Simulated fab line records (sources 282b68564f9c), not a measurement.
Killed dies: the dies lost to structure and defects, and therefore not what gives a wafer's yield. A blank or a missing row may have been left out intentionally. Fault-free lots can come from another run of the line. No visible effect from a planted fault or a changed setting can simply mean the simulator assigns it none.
fab line records	flow ritCmos
record: lots: 6	wafers: 18	lastDay: 7
route steps=202 shown SPACER@130 NSD@131 PSD@142 M1@202
lots that met no fault: from a run of the same line without faults
startH: hours from the record's first day to the start of the lot's first wafer shown	waitH: hours elapsed since this lot's preceding step	" repeats the value in the row above	L1.1+2: one row covering several wafers at once	- no value present, or no start provided	* or withheld: withheld	< > ~ a bound
route shown NAME@n: names a module that has steps shown in the file, with the first one's number in the route	usual: mean/standard deviation taken from wafers without a fault	same: alike in all rows	chamber/n: place in a boat	sites: each site's reading	_std_site: standard deviation of those values	_edge_site: mean of outer sites minus mean of inner sites	radiusMm: how far each site lies from the wafer's centre	mask NAME#n: copy n	behind: the last tool/chamber to shape the wafer	hold: why the lot was held/for how many hours/how that ended	device: transistor that didn't switch, given as n, p or np	end of line: at the end of the route, the tests of the same wafers	a step with no rows: only its recipe	killed: at the first sort, the dies lost to defects and structure; wafer yield is something else	map: a wafer's dies, marking killed ones x, the rest . and places with no die _
set.NAME: setting as actually run; set.NAME@STEP: the setting as run at that earlier step	model.NAME: the simulator's own value behind a step, which no gauge read
a table for each step, a row for each wafer; lots at some steps of the route
services: when a tool's chamber went out of use (startH, in hours from the record's first day, below 0 if earlier), for how many hours, and the reason
== steps ==
step: RIT_SPACER_ETCHBACK_05
recipe: targetDepthA: 2500	SF6_flow_sccm: 30	CHF3_flow_sccm: 30	target: Si3N4	chemistry: SF6/CHF3	pressureMtorr: 40	rfW: 250	timeS: 240	stopOn: SiO2
usual: drypumpMotorCurrentA: 5.6/0.53	oesProductAu: 0.834/0.016	throttleValvePct: 10.27/0.14
lot.wafer	tool	chamber	startH	waitH	drypumpMotorCurrentA	oesProductAu	rfHoursCounterH	throttleValvePct
L968.1	rieDiel-02	1	73.23	0.1	6.0	0.810	14	10.30
L968.4	"	3	"	"	6.1	0.847	40	10.27
L968.6	"	3	"	"	6.1	0.853	-	10.28
L972.2	rieDiel-02	1	90.51	0.0	5.9	0.821	14	10.30
L972.4	"	0	"	"	5.8	0.818	130	10.59
L972.5	"	2	"	"	6.3	0.841	-	10.07
L974.1	rieDiel-03	0	102.28	0.1	5.8	0.831	75	10.37
L974.3	"	2	"	"	4.7	0.868	123	10.11
L974.5	"	0	"	"	5.9	0.821	-	10.35
L978.1	rieDiel-03	2	117.61	0.1	4.7	0.871	124	10.12
L978.3	"	3	"	"	5.1	0.839	6	10.25
L978.6	"	0	"	"	5.8	0.823	-	10.37
L984.4	rieDiel-02	3	150.17	0.0	6.1	0.859	41	10.26
L984.5	"	3	"	"	6.1	0.858	-	10.27
L984.6	"	0	"	"	5.8	0.817	-	10.61
L985.1	rieDiel-04	0	154.79	0.1	6.1	0.848	5	10.36
L985.4	"	3	"	"	4.8	0.845	3	10.21
L985.6	"	1	"	"	6.1	0.836	-	10.32
step: RIT_NSD_HMDS_00
recipe: primeTimeS: 60	primeTempC: 140
step: RIT_NSD_COAT_01
recipe: resist: NOVOLAK	spinRpm: 3250	resistThkNm: 1000
step: RIT_NSD_SOFTBAKE_02
recipe: resist: NOVOLAK	tempC: 90	timeS: 60
step: RIT_NSD_EXPOSE_03
recipe: maskId: M9	na: 0.57	targetCdNm: 40700	doseMj: 250
step: RIT_NSD_PEB_04
recipe: resist: NOVOLAK	tempC: withheld	timeS: withheld
step: RIT_NSD_DEVELOP_05
recipe: resist: NOVOLAK	developTimeS: 50	devTempC: 23
step: RIT_NSD_OVL_MEAS_06
usual: NSD_OVL: -1.2/1.2
lot.wafer	tool	chamber	startH	waitH	NSD_OVL[nm]
L968.1	overlay-02	-	74.36	-	-0.1
L968.4	"	-	"	"	-1.2
L968.6	"	-	"	"	0.5
L972.2	overlay-02	-	91.51	-	1.6
L972.4	"	-	"	"	-1.1
L972.5	"	-	"	"	-0.1
L974.1	overlay-02	-	103.40	-	-0.5
L974.3	"	-	"	"	-2.6
L974.5	"	-	"	"	-1.7
L978.1	overlay-02	-	118.73	-	-0.9
L978.3	"	-	"	"	-2.8
L978.6	"	-	"	"	-3.4
L984.4	overlay-02	-	151.20	-	-2.2
L984.5	"	-	"	"	-2.4
L984.6	"	-	"	"	-1.9
L985.1	overlay-01	-	155.98	-	-3.0
L985.4	"	-	"	"	-0.8
L985.6	"	-	"	"	-1.7
step: RIT_NSD_HARDBAKE_07
recipe: resist: NOVOLAK	tempC: 140	timeS: 60
step: RIT_NSD_IMPLANT_08
recipe: species: P	energyKev: 25	doseCm2: 1e+15	tiltDeg: 7
step: RIT_NSD_STRIP_09
recipe: chemistry: O2	timeS: 180	resist: NOVOLAK	platenTempC: withheld	powerW: 500	pressureMtorr: 4000	o2FlowSccm: 4000
usual: drypumpMotorCurrentA: 5.7/0.47
lot.wafer	tool	chamber	startH	waitH	drypumpMotorCurrentA	rfHoursCounterH
L968.1	plasmaAsher-03	0	74.73	0.1	6.4	43
L968.4	"	1	"	"	6.4	-
L968.6	"	1	"	"	6.4	-
L972.2	plasmaAsher-01	1	91.84	0.1	5.6	28
L972.4	"	1	"	"	5.6	-
L972.5	"	0	"	"	5.4	-
L974.1	plasmaAsher-01	0	103.74	0.1	5.4	30
L974.3	"	0	"	"	5.4	-
L974.5	"	0	"	"	5.4	-
L978.1	plasmaAsher-01	1	119.07	0.1	5.6	32
L978.3	"	0	"	"	5.4	-
L978.6	"	0	"	"	5.4	-
L984.4	plasmaAsher-03	0	151.57	0.1	6.4	-
L984.5	"	1	"	"	6.4	-
L984.6	"	0	"	"	6.4	-
L985.1	plasmaAsher-03	0	156.31	0.1	6.4	51
L985.4	"	0	"	"	6.4	-
L985.6	"	0	"	"	6.4	-
step: RIT_NSD_TW_MEAS_10
usual: NSD_TW: 3121/25
lot.wafer	tool	chamber	startH	waitH	NSD_TW
L968.1	filmMetro-04	-	74.91	0.1	3080
L968.4	"	-	"	"	3079
L968.6	"	-	"	"	3093
L972.2	filmMetro-02	-	92.03	0.1	3126
L972.4	"	-	"	"	3135
L972.5	"	-	"	"	3123
L974.1	filmMetro-01	-	103.91	0.1	3139
L974.3	"	-	"	"	3148
L974.5	"	-	"	"	3122
L978.1	filmMetro-04	-	119.24	0.1	3081
L978.3	"	-	"	"	3073
L978.6	"	-	"	"	3086
L984.4	filmMetro-02	-	151.72	0.1	3112
L984.5	"	-	"	"	3116
L984.6	"	-	"	"	3123
L985.1	filmMetro-01	-	156.49	0.1	3148
L985.4	"	-	"	"	3147
L985.6	"	-	"	"	3146
step: RIT_PSD_HMDS_00
recipe: primeTimeS: 60	primeTempC: 140
usual: primeTempC: 140.01/0.14
lot.wafer	tool	chamber	startH	waitH	primeTempC
L968.1	lithoTrack-01	0	74.99	0.1	140.01
L968.4	"	0	"	"	139.90
L968.6	"	0	"	"	140.08
L972.2	lithoTrack-04	0	92.10	0.1	140.02
L972.4	"	0	"	"	140.19
L972.5	"	0	"	"	139.98
L974.1	lithoTrack-04	0	103.97	0.1	143.29
L974.3	"	0	"	"	143.30
L974.5	"	0	"	"	143.35
L978.1	lithoTrack-04	0	119.30	0.1	143.32
L978.3	"	0	"	"	143.44
L978.6	"	0	"	"	143.31
L984.4	lithoTrack-02	0	151.82	0.1	139.96
L984.5	"	0	"	"	139.86
L984.6	"	0	"	"	140.13
L985.1	lithoTrack-02	0	156.55	0.1	140.17
L985.4	"	0	"	"	140.14
L985.6	"	0	"	"	139.97
step: RIT_PSD_COAT_01
recipe: resist: NOVOLAK	spinRpm: 3250	resistThkNm: 1000
step: RIT_M1_PROBE_99
usual: killedAtContacts: 0.1/0.27	killedAtFrontEnd: 6.5/2.8	killedDies: 6.6/2.8	killedOpen: 3.5/2	killedShort: 3.2/1.8
same: grossDies: 264	killed_at_M0_to_M3: 0	killed_at_M4_up: 0	killedAtBackSide: 0	killedAtOther: 0
lot.wafer	tool	chamber	startH	waitH	killedAtContacts	killedAtFrontEnd	killedDies	killedOpen	killedShort
L968.1	prober-02	-	84.71	0.1	0	11	11	3	8
L968.4	prober-02	-	84.86	0.2	0	8	8	2	6
L968.6	prober-02	-	84.96	0.2	0	8	8	2	6
L972.2	prober-01	-	101.54	0.1	0	2	2	1	1
L972.4	prober-01	-	101.64	0.2	0	8	8	6	2
L972.5	prober-01	-	101.69	0.2	0	4	4	2	2
L974.1	prober-01	-	113.46	0.1	0	6	6	0	6
L974.3	prober-01	-	113.56	0.2	0	4	4	2	2
L974.5	prober-01	-	113.66	0.2	0	8	8	6	2
L978.1	prober-01	-	128.38	0.1	0	4	4	0	4
L978.3	prober-01	-	128.48	0.2	0	5	5	3	2
L978.6	prober-01	-	128.63	0.2	0	5	5	4	1
L984.4	prober-02	-	161.61	0.2	0	6	6	5	1
L984.5	prober-02	-	161.66	0.2	0	4	4	2	2
L984.6	prober-02	-	161.71	0.2	1	6	7	2	5
L985.1	prober-01	-	166.15	0.1	0	5	5	2	3
L985.4	prober-01	-	166.30	0.2	0	10	10	3	7
L985.6	prober-01	-	166.40	0.2	0	7	7	3	4
killed by level:class
L968.1 SPACER:geometricParticle:short=3 GATE:geometricParticle:short=2 REOX:geometricParticle:open=2 FOX1:geometricParticle:short=1 FOX2:geometricParticle:short=1 REOX:geometricParticle:short=1 SPACER:geometricParticle:open=1
L968.4 SPACER:geometricParticle:short=3 FOX1:geometricParticle:short=1 FOX1:geometricParticle:open=1 REOX:geometricParticle:short=1 SPACER:geometricParticle:open=1 SILICIDE:geometricParticle:short=1
L968.6 FOX1:geometricParticle:short=2 SILICIDE:geometricParticle:short=2 GATE:geometricParticle:short=1 REOX:geometricParticle:short=1 SPACER:geometricParticle:open=1 SILICIDE:geometricParticle:open=1
L972.2 GATE:geometricParticle:short=1 GATE:geometricParticle:open=1
L972.4 SILICIDE:geometricParticle:open=3 FOX1:geometricParticle:open=1 FOX2:geometricParticle:short=1 FOX2:geometricParticle:open=1 GATE:geometricParticle:short=1 GATE:geometricParticle:open=1
L972.5 FOX1:geometricParticle:open=1 FOX2:geometricParticle:short=1 GATE:geometricParticle:short=1 GATE:geometricParticle:open=1
L974.1 GATE:geometricParticle:short=5 SILICIDE:geometricParticle:short=1
L974.3 GATE:geometricParticle:open=2 GATE:geometricParticle:short=1 REOX:geometricParticle:short=1
L974.5 GATE:geometricParticle:open=5 GATE:geometricParticle:short=2 FOX1:geometricParticle:open=1
L978.1 FOX1:geometricParticle:short=2 GATE:geometricParticle:short=1 SPACER:geometricParticle:short=1
L978.3 GATE:geometricParticle:short=2 GATE:geometricParticle:open=2 SPACER:geometricParticle:open=1
L978.6 GATE:geometricParticle:open=3 FOX1:geometricParticle:short=1 SPACER:geometricParticle:open=1
L984.4 GATE:geometricParticle:open=3 GATE:geometricParticle:short=1 REOX:geometricParticle:open=1 SILICIDE:geometricParticle:open=1
L984.5 GATE:geometricParticle:short=2 GATE:geometricParticle:open=1 SILICIDE:geometricParticle:open=1
L984.6 GATE:geometricParticle:short=4 GATE:geometricParticle:open=1 REOX:geometricParticle:short=1 CONTACT:geometricParticle:open=1
L985.1 GATE:geometricParticle:open=2 GATE:geometricParticle:short=1 SPACER:geometricParticle:short=1 SILICIDE:geometricParticle:short=1
L985.4 GATE:geometricParticle:short=3 SILICIDE:geometricParticle:short=2 FOX1:geometricParticle:short=1 FOX2:geometricParticle:short=1 GATE:geometricParticle:open=1 REOX:geometricParticle:open=1 SILICIDE:geometricParticle:open=1
L985.6 GATE:geometricParticle:short=2 REOX:geometricParticle:short=2 SPACER:geometricParticle:open=2 FOX1:geometricParticle:open=1
== services ==
tool	chamber	startH	hours	kind
rieDiel-04	-	52.58	4.0	pm
rieDiel-04	1	70.78	9.5	repair
rieDiel-04	-	133.04	5.4	repair
rieDiel-03	1	133.42	47.9	repair
plasmaAsher-03	-	144.51	2.1	repair
rieDiel-02	-	149.50	0.5	repair
rieDiel-03	2	153.33	5.1	repair
== key ==
firstSign: step: RIT_PSD_HMDS_00	reading: primeTempC	direction: up	sigmas: 24	usual: *	struck: *
effect none on later readings
metAt RIT_PSD_HMDS_00
struckWafers L974.1,L974.3,L974.5,L978.1,L978.3,L978.6
testerLeftOut L974,L978
onsetBetween 92.10 103.97
fault: kind: processParameterDrift	tool: lithoTrack-04	chamber: -	onsetH: 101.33	steps: RIT_PSD_HMDS_00	channel: primeTempC	offset: *	shape: step	endH: 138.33	actsIn: *	stated: *
testerLeftOut: of these lots the tester's yield and bins aren't shown, on N5 and GAA mostly nor the transistor test; their killed dies are dies lost to structure and defects alone, not to doping, threshold or leakage, so they don't give the yield
